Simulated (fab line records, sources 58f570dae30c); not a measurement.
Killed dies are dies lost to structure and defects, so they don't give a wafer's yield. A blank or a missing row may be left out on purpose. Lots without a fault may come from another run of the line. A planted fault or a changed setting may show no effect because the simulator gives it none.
fab line records | flow berkeley_cmos170
record lots=13 wafers=39 last_day=11
route steps=331 shown PWELL@47 ACTIVE@75 PFIELD@82
lots that met no fault: from a run of the same line without faults
start_h: hours from the record's first day to the start of the lot's first wafer shown | wait_h: hours since the lot's step before | " the same as in the row above | L1.1+2: a row that stands for several wafers | - no value, or no start given | * or withheld: withheld | < > ~ a bound
route shown NAME@n: a module of which the file shows steps, and the number in the route of the first | usual: mean/standard deviation of fault-free wafers | same: alike in all rows | chamber/n: place in a boat | sites: the reading at each site | _std_site: their standard deviation | _edge_site: outer sites' mean less inner sites' | radius_mm: how far each site lies from the wafer's centre | mask NAME#n: copy n | behind: the tool/chamber that last shaped the wafer | hold: why the lot was held/for how many hours/how that ended | device: the transistor (n, p or np) that didn't switch | end of line: the same wafers' tests at the end of the route | a step without rows: its recipe alone | killed: dies lost to structure and defects at the first sort, not the wafer's yield | map: a wafer's dies, x killed, . not, _ none there
set.NAME: the setting as run; set.NAME@STEP: as run at that earlier step | model.NAME: the simulator's own value behind a step, which no gauge read
steps of the route over a sample of lots; a table a step, a row a wafer
services: from which hour (start_h, from the record's first day; less than 0 if before it) a tool's chamber was out of use, for how many hours, and why
## steps
# step UCB170_PWELL_OVL_MEAS_13
# usual PWELL_OVL=-1/4.6
# columns lot.wafer tool chamber start_h wait_h PWELL_OVL[nm]
L146.1 overlay-02 - 54.32 - -4
L146.2 " - " " -2
L146.5 " - " " -3
L147.2 overlay-02 - 54.80 - -1
L147.3 " - " " -2
L147.4 " - " " -7
L149.1 overlay-01 - 66.05 - -6
L149.3 " - " " -7
L149.4 " - " " -10
L150.1 overlay-01 - 77.81 - -7
L150.2 " - " " -9
L150.4 " - " " -4
L151.1 overlay-02 - 77.92 - -1
L151.3 " - " " 3
L151.4 " - " " 3
L152.3 overlay-01 - 90.59 - -5
L152.4 " - " " -5
L152.5 " - " " -2
L153.2 overlay-02 - 90.86 - 2
L153.4 " - " " -6
L153.6 " - " " 1
L154.1 overlay-01 - 103.03 - 6
L154.2 " - " " -6
L154.5 " - " " -1
L155.2 overlay-02 - 105.23 - 1
L155.4 " - " " -2
L155.6 " - " " 5
L156.1 overlay-01 - 105.46 - -1
L156.3 " - " " -3
L156.6 " - " " 1
L165.1 overlay-02 - 136.04 - 11
L165.4 " - " " 5
L165.5 " - " " 3
L164.1 overlay-02 - 136.32 - -3
L164.2 " - " " 7
L164.6 " - " " 1
L167.1 overlay-01 - 154.38 - -1
L167.2 " - " " 3
L167.4 " - " " 2
# step UCB170_ACTIVE_ETCH_15
# recipe chemistry=CH3F/Ar/O2 target=Si3N4 stop_on=SiO2 CH3F_flow_sccm=20 Ar_flow_sccm=50 O2_flow_sccm=7 pressure_mtorr=50 rf_w=450 target_depth_a=2420 over_etch_frac=0.1 time_s=151
# usual drypump_motor_current_A=5.7/0.57 oes_product_au=0.945/0.013 throttle_valve_pct=8.01/0.13
# columns lot.wafer tool chamber start_h wait_h drypump_motor_current_A oes_product_au rf_hours_counter_h throttle_valve_pct
L147.2 rie_diel-03 3 93.84 0.0 5.6 0.946 4 7.81
L147.3 " 2 " " 6.2 0.947 76 7.89
L147.4 " 0 " " 5.8 0.941 10 8.00
L146.1 rie_diel-01 0 93.91 0.0 5.5 0.946 134 8.03
L146.2 " 2 " " 5.1 0.975 153 8.15
L146.5 " 1 " " 4.6 0.939 - 7.93
L149.1 rie_diel-03 2 99.68 0.0 6.2 0.951 76 7.90
L149.3 " 3 " " 5.6 0.945 4 7.81
L149.4 " 0 " " 5.8 0.937 10 7.99
L151.1 rie_diel-01 1 107.05 0.0 4.6 0.929 10 7.91
L151.3 " 2 " " 5.1 0.969 153 8.15
L151.4 " 3 " " 6.0 0.927 3 7.80
L150.1 rie_diel-02 2 107.30 0.0 6.3 0.941 146 8.03
L150.2 " 3 " " 6.4 0.948 120 8.08
L150.4 " 1 " " 4.8 0.953 9 7.99
L152.3 rie_diel-01 0 114.48 0.0 5.5 0.941 135 8.03
L152.4 " 3 " " 6.1 0.923 3 7.80
L152.5 " 3 " " 6.1 0.928 - 7.80
L153.2 rie_diel-03 0 114.72 0.0 5.8 0.934 11 7.99
L153.4 " 2 " " 6.2 0.953 77 7.88
L153.6 " 2 " " 6.2 0.948 - 7.89
L154.1 rie_diel-02 2 132.37 0.0 6.3 0.929 146 8.04
L154.2 " 3 " " 6.4 0.933 121 8.09
L154.5 " 2 " " 6.3 0.935 - 8.05
L155.2 rie_diel-03 2 133.24 0.0 6.2 0.959 77 7.89
L155.4 " 3 " " 5.6 0.941 6 7.82
L155.6 " 1 " " 5.4 0.980 - 8.17
L156.1 rie_diel-03 0 136.47 0.0 5.8 0.943 11 7.99
L156.3 " 3 " " 5.6 0.943 6 7.84
L156.6 " 1 " " 5.4 0.968 - 8.18
L164.1 rie_diel-02 1 170.06 0.0 4.7 0.951 12 7.99
L164.2 " 0 " " 6.2 0.945 31 8.21
L164.6 " 3 " " 6.4 0.931 - 8.09
L165.1 rie_diel-01 3 170.14 0.0 6.0 0.922 6 7.79
L165.4 " 3 " " 6.1 0.918 - 7.79
L165.5 " 3 " " 6.1 0.914 - 7.79
L167.1 rie_diel-02 3 181.77 0.0 6.4 0.936 123 8.08
L167.2 " 2 " " 6.3 0.949 149 8.03
L167.4 " 0 " " 6.2 0.951 32 8.22
# step UCB170_ACTIVE_STRIP_16
# recipe chemistry=O2 power_w=400 pressure_mtorr=3500 platen_temp_c=withheld o2_flow_sccm=400 overash_fraction=0.5
# usual drypump_motor_current_A=5.6/0.42 oes_product_au=0.721/0.0042 strip_time_to_endpoint_s=18.09/0.077
# columns lot.wafer tool chamber start_h wait_h drypump_motor_current_A oes_product_au rf_hours_counter_h strip_time_to_endpoint_s
L147.2 plasma_asher-01 1 93.94 0.1 5.8 0.718 36 18.07
L147.3 " 0 " " 5.3 0.724 - 18.15
L147.4 " 1 " " 5.8 0.725 - 17.98
L146.1 plasma_asher-04 0 94.01 0.1 5.4 0.719 36 18.05
L146.2 " 1 " " 6.2 0.721 36 17.90
L146.5 " 1 " " 6.2 0.718 - 18.10
L149.1 plasma_asher-04 1 99.78 0.1 6.2 0.723 36 18.20
L149.3 " 1 " " 6.2 0.723 - 18.13
L149.4 " 0 " " 5.4 0.727 - 18.16
L151.1 plasma_asher-02 0 107.15 0.1 4.8 0.721 40 18.08
L151.3 " 1 " " 6.0 0.727 - 17.97
L151.4 " 0 " " 4.8 0.717 - 18.03
L150.1 plasma_asher-01 0 107.40 0.1 5.3 0.721 38 18.04
L150.2 " 1 " " 5.8 0.729 38 18.06
L150.4 " 1 " " 5.8 0.725 - 18.11
L152.3 plasma_asher-04 0 114.61 0.1 5.4 0.724 - 18.25
L152.4 " 1 " " 6.2 0.720 - 18.18
L152.5 " 0 " " 5.4 0.715 - 18.28
L153.2 plasma_asher-02 1 114.82 0.1 6.0 0.724 42 18.08
L153.4 " 1 " " 6.0 0.725 - 18.16
L153.6 " 1 " " 6.0 0.722 - 18.13
L154.1 plasma_asher-01 0 132.47 0.1 5.3 0.714 1 18.09
L154.2 " 1 " " 5.8 0.731 1 18.07
L154.5 " 0 " " 5.3 0.728 - 18.08
L155.2 plasma_asher-04 1 133.34 0.1 6.2 0.719 40 18.09
L155.4 " 0 " " 5.4 0.720 - 18.08
L155.6 " 1 " " 6.2 0.724 - 18.01
L156.1 plasma_asher-01 1 136.57 0.1 5.8 0.728 2 17.90
L156.3 " 0 " " 5.3 0.724 - 17.98
L156.6 " 0 " " 5.3 0.718 - 18.02
L164.1 plasma_asher-01 0 170.16 0.1 5.3 0.724 6 18.24
L164.2 " 1 " " 5.8 0.723 6 18.16
L164.6 " 0 " " 5.3 0.719 - 18.05
L165.1 plasma_asher-02 0 170.29 0.1 4.8 0.715 47 18.14
L165.4 " 0 " " 4.8 0.728 - 18.21
L165.5 " 1 " " 6.0 0.719 - 18.19
L167.1 plasma_asher-01 1 181.87 0.1 5.8 0.719 7 18.03
L167.2 " 0 " " 5.3 0.713 7 18.10
L167.4 " 0 " " 5.2 0.717 - 18.10
# step UCB170_PFIELD_EXPOSE_03
# recipe mask_id=PFIELD na=0.5 sigma_outer=0.6 source_shape=conventional target_cd_nm=1500 dose_mj=30
# usual focus_offset_nm=-0.1/0.59
# columns lot.wafer tool chamber start_h wait_h mask focus_offset_nm
L146.1 krf_scanner-01 0 95.87 - PFIELD#0 0.0
L146.2 " 0 " " PFIELD#0 0.3
L146.5 " 0 " " PFIELD#0 -1.3
L147.2 krf_scanner-02 0 96.20 0.4 PFIELD#0 -1.1
L147.3 " 0 " " PFIELD#0 -0.9
L147.4 " 0 " " PFIELD#0 0.0
L149.1 krf_scanner-02 0 100.69 0.1 PFIELD#0 -0.4
L149.3 " 0 " " PFIELD#0 0.7
L149.4 " 0 " " PFIELD#0 0.1
L151.1 krf_scanner-02 0 110.49 0.1 PFIELD#0 0.1
L151.3 " 0 " " PFIELD#0 0.7
L151.4 " 0 " " PFIELD#0 -0.4
L150.1 krf_scanner-01 0 110.73 0.3 PFIELD#0 -0.4
L150.2 " 0 " " PFIELD#0 -0.7
L150.4 " 0 " " PFIELD#0 -0.1
L152.3 krf_scanner-01 0 117.58 0.1 PFIELD#0 0.4
L152.4 " 0 " " PFIELD#0 0.0
L152.5 " 0 " " PFIELD#0 0.1
L153.2 krf_scanner-02 0 117.80 0.3 PFIELD#0 -0.7
L153.4 " 0 " " PFIELD#0 1.1
L153.6 " 0 " " PFIELD#0 -0.2
L154.1 krf_scanner-02 0 136.77 0.1 NWELL#0 -0.3
L154.2 " 0 " " NWELL#0 -0.8
L154.5 " 0 " " NWELL#0 -1.9
L155.2 krf_scanner-01 0 137.03 0.3 PFIELD#0 0.6
L155.4 " 0 " " PFIELD#0 0.3
L155.6 " 0 " " PFIELD#0 0.9
L156.1 krf_scanner-02 0 138.52 0.2 PFIELD#0 -0.3
L156.3 " 0 " " PFIELD#0 -0.5
L156.6 " 0 " " PFIELD#0 0.0
L164.1 krf_scanner-02 0 171.48 0.3 PFIELD#0 0.4
L164.2 " 0 " " PFIELD#0 0.6
L164.6 " 0 " " PFIELD#0 -0.2
L165.1 krf_scanner-02 0 172.15 0.5 PFIELD#0 0.1
L165.4 " 0 " " PFIELD#0 -0.8
L165.5 " 0 " " PFIELD#0 -0.4
L167.1 krf_scanner-02 0 182.87 0.1 PFIELD#0 -0.1
L167.2 " 0 " " PFIELD#0 -0.1
L167.4 " 0 " " PFIELD#0 0.3
# step UCB170_PFIELD_OVL_MEAS_06
# usual PFIELD_OVL=-2/4.4
# columns lot.wafer tool chamber start_h wait_h PFIELD_OVL[nm]
L146.1 overlay-01 - 97.22 - -2
L146.2 " - " " 1
L146.5 " - " " -3
L147.2 overlay-01 - 97.50 - -2
L147.3 " - " " 2
L147.4 " - " " -3
L149.1 overlay-01 - 101.13 - 1
L149.3 " - " " -4
L149.4 " - " " -2
L151.1 overlay-02 - 111.21 - -3
L151.3 " - " " -8
L151.4 " - " " -5
L150.1 overlay-01 - 111.49 - -3
L150.2 " - " " -3
L150.4 " - " " -2
L152.3 overlay-02 - 118.15 - -2
L152.4 " - " " 3
L152.5 " - " " -1
L153.2 overlay-01 - 118.20 - -4
L153.4 " - " " 4
L153.6 " - " " 3
L154.1 overlay-02 - 137.77 - -
L154.2 " - " " -
L154.5 " - " " -
L155.2 overlay-01 - 138.12 - -3
L155.4 " - " " -1
L155.6 " - " " 0
L156.1 overlay-01 - 139.74 - -6
L156.3 " - " " -6
L156.6 " - " " -8
L164.1 overlay-02 - 172.08 - -12
L164.2 " - " " -5
L164.6 " - " " -3
L165.1 overlay-02 - 172.81 - -1
L165.4 " - " " 0
L165.5 " - " " -3
L167.1 overlay-01 - 183.27 - 1
L167.2 " - " " -1
L167.4 " - " " -6
# step UCB170_PFIELD_TW_MEAS_09
# usual PFIELD_TW=600/4.1
# columns lot.wafer tool chamber start_h wait_h PFIELD_TW
L146.1 film_metro-03 - 97.50 0.1 592
L146.2 " - " " 595
L146.5 " - " " 596
L147.2 film_metro-01 - 97.79 0.1 600
L147.3 " - " " 598
L147.4 " - " " 601
L149.1 film_metro-01 - 101.42 0.1 603
L149.3 " - " " 597
L149.4 " - " " 599
L151.1 film_metro-04 - 111.50 0.1 600
L151.3 " - " " 605
L151.4 " - " " 604
L150.1 film_metro-04 - 111.77 0.1 606
L150.2 " - " " 599
L150.4 " - " " 602
L152.3 film_metro-04 - 118.44 0.1 600
L152.4 " - " " 602
L152.5 " - " " 599
L153.2 film_metro-01 - 118.53 0.1 599
L153.4 " - " " 598
L153.6 " - " " 602
L154.1 film_metro-04 - 138.05 0.1 30
L154.2 " - " " 30
L154.5 " - " " 30
L155.2 film_metro-04 - 138.41 0.1 603
L155.4 " - " " 604
L155.6 " - " " 605
L156.1 film_metro-04 - 140.03 0.1 604
L156.3 " - " " 601
L156.6 " - " " 604
L164.1 film_metro-01 - 172.37 0.1 602
L164.2 " - " " 598
L164.6 " - " " 598
L165.1 film_metro-01 - 173.17 0.1 599
L165.4 " - " " 599
L165.5 " - " " 597
L167.1 film_metro-03 - 183.55 0.1 597
L167.2 " - " " 594
L167.4 " - " " 598
## services
# columns tool chamber start_h hours kind
krf_scanner-01 0 69.90 - calibration
plasma_asher-02 - 87.50 2.8 pm
rie_diel-01 3 89.99 7.4 repair
plasma_asher-01 - 107.68 4.5 repair
plasma_asher-01 - 112.15 9.0 pm
plasma_asher-01 0 112.15 9.0 vent_cycle
plasma_asher-01 1 112.15 9.0 vent_cycle
krf_scanner-01 - 112.22 1.0 pm
plasma_asher-01 0 121.15 - clean
plasma_asher-01 1 121.15 - clean
krf_scanner-01 - 124.60 0.6 repair
krf_scanner-01 - 126.51 2.3 repair
plasma_asher-02 - 134.17 10.2 repair
plasma_asher-01 - 149.05 1.1 repair
rie_diel-01 2 151.58 - clean
rie_diel-01 2 151.58 19.2 scheduled_down
rie_diel-01 2 151.58 19.2 vent_cycle
plasma_asher-02 - 153.43 1.5 repair
rie_diel-03 - 164.12 2.8 pm
rie_diel-01 0 164.97 5.3 repair
rie_diel-03 2 175.44 14.5 repair
plasma_asher-04 - 177.67 3.6 repair
## key
first_sign step=UCB170_PFIELD_EXPOSE_03 reading=mask direction=changed
effect step=UCB170_PFIELD_OVL_MEAS_06 reading=PFIELD_OVL direction=missing
effect step=UCB170_PFIELD_TW_MEAS_09 reading=PFIELD_TW direction=down sigmas=99+ usual=600 struck=30
met_at UCB170_PFIELD_EXPOSE_03
struck_lots L154
sort_left_out L154.1,L154.2,L154.5
tester_left_out L154
not_acting_at UCB170_PWELL_OVL_MEAS_13,UCB170_ACTIVE_ETCH_15,UCB170_ACTIVE_STRIP_16
onset_between 117.80 136.77
fault kind=wrong_mask tool=any chamber=- onset_h=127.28 steps=UCB170_PFIELD_EXPOSE_03 aux_copy=NWELL#0 scope=struck_lots_only
# tester_left_out: of these lots the tester's yield and bins aren't shown, on N5 and GAA mostly nor the transistor test; their killed dies are dies lost to structure and defects alone, not to doping, threshold or leakage, so they don't give the yield
# sort_left_out: the simulated sort isn't trusted on such a fault, so these wafers' sort isn't shown, and their yield isn't known
